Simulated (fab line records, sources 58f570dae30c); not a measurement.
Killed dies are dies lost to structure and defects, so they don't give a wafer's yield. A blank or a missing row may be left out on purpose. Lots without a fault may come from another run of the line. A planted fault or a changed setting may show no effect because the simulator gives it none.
Problem report in the 8D (eight disciplines) form, filled by code | flow berkeley_cmos170 | the parts of the form that need people (team, actions taken, sign-off) are left out

1. THE PROBLEM
rf_fwd_power_W at UCB170_M2_METAL_ETCH_18 reads a mean of 526.4 W on 4 wafers of 2 lots; wafers without a fault read 598.1 W with a standard deviation of 1.9. That is -38 standard deviations from the usual mean.
The step: etches Al in Cl2/BCl3, stops on SiO2, target depth 1170 nm, time 195 s.
First seen on wafer L983.5, day 10 15:16, on rie_metal-02. The record holds 42 wafers of 14 lots with a number at this step. Rule for "out", or "out of limits": more than 4 standard deviations from the usual mean. The other wafers with a number count as sound.

2. WHAT IT IS AND WHAT IT IS NOT
question                    | is                             | is not
which readings at this step | rf_fwd_power_W                 | drypump_motor_current_A, oes_product_au, throttle_valve_pct
which lots                  | L983, L985                     | L975, L976, L978, L982, L986, L989, L991, L992, L995, L996, L997, L998
which wafers of those lots  | L983.5, L985.1, L985.4, L985.5 | L983.1, L983.4
read on which tools         | rie_metal-02                   | rie_metal-01, rie_metal-04
when                        | from day 10 15:16              | up to then (14 sound wafers); but 24 sound wafers of L986, L989, L991, L992, L995, L996, L997, L998 came after

3. SUSPECTS, AND WHAT RULES EACH OUT
Counting: a tool at a process step up to the reading stays a suspect if it ran every lot that is out. Sound lots after the first of them don't rule it out here, since some wafers of a struck lot are sound.
- rie_metal-02 at UCB170_M2_METAL_ETCH_18 (etches Al in Cl2/BCl3, stops on SiO2, target depth 1170 nm, time 195 s): kept. It ran every lot that is out, first L983 (day 10 15:16); its last sound lot up to then is L982 (day 10 02:17). Its own readings are out on those wafers: rf_fwd_power_W.
- Within rie_metal-02 at UCB170_M2_METAL_ETCH_18: the wafers that are out ran in chamber 1; their sound lot-mates ran in chamber 0.
Left after counting: rie_metal-02 at UCB170_M2_METAL_ETCH_18.

4. THE CAUSE (what the simulator had put in)
Process parameter drift: rie_metal-02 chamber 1, from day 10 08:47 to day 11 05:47, at UCB170_M2_METAL_ETCH_18. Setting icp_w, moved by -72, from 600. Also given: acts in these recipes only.
Counting left only this tool.

5. THE CHAIN OF EFFECTS, in route order
Each row: a reading whose mean over the struck wafers that have a number lies more than 3 standard deviations from the usual. Only readings for which the record gives a usual standard deviation are gone through. hours: the time from each lot's start at the first step in this table that gives one to its start at this step, as a median over the lots. sigmas: the change in usual standard deviations.
hours | step                    | reading        | usual      | on struck wafers | change | sigmas
0     | UCB170_M2_METAL_ETCH_18 | rf_fwd_power_W | 598.1 W    | 526.4            | -71.7  | -38
0     | UCB170_M2_STRIP_19      | oes_product_au | 0.563 a.u. | 0.632            | +0.069 | +6.3
The process steps in it:
- UCB170_M2_METAL_ETCH_18: etches Al in Cl2/BCl3, stops on SiO2, target depth 1170 nm, time 195 s.
- UCB170_M2_STRIP_19: strips in O2.

6. WHAT WOULD HAVE CAUGHT IT SOONER
In this record the first reading out of limits was taken at day 10 15:16, 6 hours after the fault began at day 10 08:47.
